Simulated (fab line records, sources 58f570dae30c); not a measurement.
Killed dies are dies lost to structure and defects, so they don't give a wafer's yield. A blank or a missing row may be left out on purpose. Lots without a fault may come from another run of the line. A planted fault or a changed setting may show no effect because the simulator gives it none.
A struck lot beside a sound one | flow berkeley_cmos170 | 27 steps out of a route of 331
Sound: wafers L257.2, L257.4, L257.5. Struck: wafers L272.2, L272.4, L272.5. The cause comes at the end.
At each step with rows: each side's tool, then ch and its chambers, then its first start. Under that, the readings that differ: sound wafers | struck wafers | difference of the means | sigmas: that difference in standard deviations of wafers without a fault.
alike: readings whose means differ by less than 2 such deviations, and words and numbers that are the same on both sides. not compared: withheld readings, readings that some wafer has no value for, bounds like >300 that may hide the same value, and numbers for which the record gives no deviation and whose values overlap.
The two part at a step that has a row with sigmas, a row that says differs or no value, or rows on one side only. Numbers that don't overlap but have no deviation are shown without sigmas and don't part them. A reading that every wafer of one side lacks parts them only if that side has two wafers or more.

UCB170_GATE_CD_MEAS_90: target cd 350 nm.
  sound on cd_sem-01, day 7 19:02; struck on cd_sem-02, day 11 01:38
  alike: cd_nm
then, 7 steps without rows for these wafers: UCB170_GATE_CLEAN_17 (cleans in SPM, time 600 s); UCB170_PLDD_HMDS_00 (prime time 60 s); UCB170_PLDD_COAT_01 (resist thk 900 nm); UCB170_PLDD_SOFTBAKE_02 (time 60 s); UCB170_PLDD_EXPOSE_03 (exposes mask PSELECT, target cd 1200 nm); UCB170_PLDD_PEB_04; UCB170_PLDD_DEVELOP_05 (develop time 45 s).
UCB170_PLDD_CD_MEAS_06: target cd 1200 nm.
  sound on cd_sem-02, day 7 20:14; struck on cd_sem-01, day 11 04:02
  alike: cd_nm
UCB170_PLDD_OVL_MEAS_07:
  sound on overlay-01, day 7 20:21; struck on overlay-02, day 11 04:08
  alike: PLDD_OVL
then, 2 steps without rows for these wafers: UCB170_PLDD_IMPLANT_08; UCB170_PLDD_IMPLANT_09.
UCB170_PLDD_STRIP_10: strips in O2.
  sound on plasma_asher-01 ch 0,1, day 7 20:41; struck on plasma_asher-01 ch 0,1, day 11 04:28
  no value came back on the struck wafers for any of 5 readings (chamber_pressure_mTorr (mTorr), drypump_motor_current_A (A) and others); on the sound wafers chamber_pressure_mTorr (mTorr) reads 3500.1 3503.5 3504.6
  reading                               | sound | struck            | difference | sigmas
  model.KrF_of_PLDD_COAT_01.thk_nm (nm) | 0 0 0 | 890.1 888.6 887.2 | +888.6     |
  not compared: rf_hours_counter_h
UCB170_PLDD_TW_MEAS_11:
  sound on film_metro-02, day 7 20:47; struck on film_metro-01, day 11 04:34
  alike: PLDD_TW
then, 7 steps without rows for these wafers: UCB170_PLDD_CLEAN_12 (cleans in SPM, time 600 s); UCB170_NLDD_HMDS_00 (prime time 60 s); UCB170_NLDD_COAT_01 (resist thk 900 nm); UCB170_NLDD_SOFTBAKE_02 (time 60 s); UCB170_NLDD_EXPOSE_03 (exposes mask NSELECT, target cd 1200 nm); UCB170_NLDD_PEB_04; UCB170_NLDD_DEVELOP_05 (develop time 45 s).
UCB170_NLDD_CD_MEAS_06: target cd 1200 nm.
  sound on cd_sem-02, day 7 22:29; struck on cd_sem-01, day 11 07:13
  alike: cd_nm
UCB170_NLDD_OVL_MEAS_07:
  sound on overlay-01, day 7 22:35; struck on overlay-02, day 11 07:20
  alike: NLDD_OVL
then, 2 steps without rows for these wafers: UCB170_NLDD_IMPLANT_08; UCB170_NLDD_IMPLANT_09.
UCB170_NLDD_STRIP_10: strips in O2.
  sound on plasma_asher-03 ch 0,1, day 7 22:55; struck on plasma_asher-02 ch 1, day 11 07:40
  reading                      | sound             | struck            | difference | sigmas
  strip_time_to_endpoint_s (s) | 21.62 21.64 21.61 | 47.96 47.92 47.84 | +26.28     | +99 or more
  alike: chamber_pressure_mTorr, drypump_motor_current_A, oes_product_au
  not compared: rf_hours_counter_h
UCB170_NLDD_TW_MEAS_11:
  sound on film_metro-02, day 7 23:02; struck on film_metro-02, day 11 07:59
  reading | sound          | struck   | difference | sigmas
  NLDD_TW | 2187 2192 2201 | 30 30 30 | -2163      | -99 or more
  not compared: hold

WHERE THEY PART
First at UCB170_PLDD_STRIP_10; last, within this record, at UCB170_NLDD_TW_MEAS_11.

WHY: what the simulator had put in
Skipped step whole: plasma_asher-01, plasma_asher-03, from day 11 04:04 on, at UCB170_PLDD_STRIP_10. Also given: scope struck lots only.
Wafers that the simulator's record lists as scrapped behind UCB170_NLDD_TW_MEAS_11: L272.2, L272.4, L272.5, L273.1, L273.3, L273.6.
